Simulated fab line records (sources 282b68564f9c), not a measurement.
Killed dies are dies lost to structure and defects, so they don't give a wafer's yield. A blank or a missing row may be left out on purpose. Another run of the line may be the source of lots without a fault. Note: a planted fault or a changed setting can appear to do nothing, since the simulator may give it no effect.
8D (eight disciplines) problem report, filled in by code | flow rit-cmos | the parts of the form that need people (team, actions taken, sign-off) are left out

== 1. WHAT IS WRONG ==
At RIT_GATE_STRIP_20, o2-flow-sccm averages 4797 sccm over 3 wafers from 2 lots, while fault-free wafers read 3998 sccm, standard deviation 14. That is +57 standard deviations from the usual mean.
The step: strips in O2, time 180 s.
The first sign was on wafer L986.6 at day 5 01:09, on plasma-asher-03. Wafers with a number at this step in the record: 42, from 14 lots. By rule, "out" or "out of limits" means more than 4 standard deviations away from the usual mean. Any other wafer with a number is counted as sound.

== 2. WHAT IT IS, WHAT IT ISN'T ==
question                    | is                     | is not
which readings at this step | o2-flow-sccm           | chamber-pressure-mTorr, drypump-motor-current-A
which lots                  | L986, L987             | L975, L977, L978, L979, L980, L984, L989, L991, L992, L995, L996, L997
which wafers of those lots  | L986.6, L987.2, L987.6 | L986.2, L986.4, L987.3
read on which tools         | plasma-asher-03        | plasma-asher-01, plasma-asher-02
when                        | from day 5 01:09       | up to then (20 sound wafers); but 19 sound wafers of L987, L989, L991, L992, L995, L996, L997 came after

== 3. THE SUSPECTS, EACH WITH WHAT RULES IT OUT ==
Counting: a tool at a process step up to the reading stays a suspect if it ran every lot that is out. Sound lots after the first of them don't rule it out here, since some wafers of a struck lot are sound.
- plasma-asher-03 at RIT_GATE_STRIP_20 (strips in O2, time 180 s): kept. Every lot that is out went through it, the first being L986 (day 5 01:09); the last sound lot it ran before that was L980 (day 3 18:24). Out on those wafers are its own readings of o2-flow-sccm.
- At RIT_GATE_STRIP_20 on plasma-asher-03, chamber 0 took the sound wafers of the same lots and chamber 1 took the wafers that are out.
After counting, what remains is plasma-asher-03 at RIT_GATE_STRIP_20.

== 4. THE CAUSE (what the simulator had put in) ==
plasma-asher-03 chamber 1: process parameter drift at RIT_GATE_STRIP_20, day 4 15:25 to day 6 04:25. Setting o2-flow-sccm, moved by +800, from 4000. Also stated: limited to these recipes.
After counting, this tool was the only one left.

== 5. THE EFFECT CHAIN, in route order ==
Rows list readings where the struck wafers' mean (over those with a number) sits beyond 3 standard deviations from the usual. Scope: only readings with a usual standard deviation given in the record; hours: median across lots of the time from each lot's start at the first step in this table that gives one to its start at this step; sigmas: change in usual standard deviations.
hours | step              | reading      | usual     | on struck wafers | change | sigmas
0     | RIT_GATE_STRIP_20 | o2-flow-sccm | 3998 sccm | 4797             | +799   | +57
The process steps in it:
- RIT_GATE_STRIP_20: strips in O2, time 180 s.

== 6. HOW IT WOULD HAVE BEEN CAUGHT EARLIER ==
10 hours passed between the start of the fault at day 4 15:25 and the first reading out of limits in this record, taken at day 5 01:09.
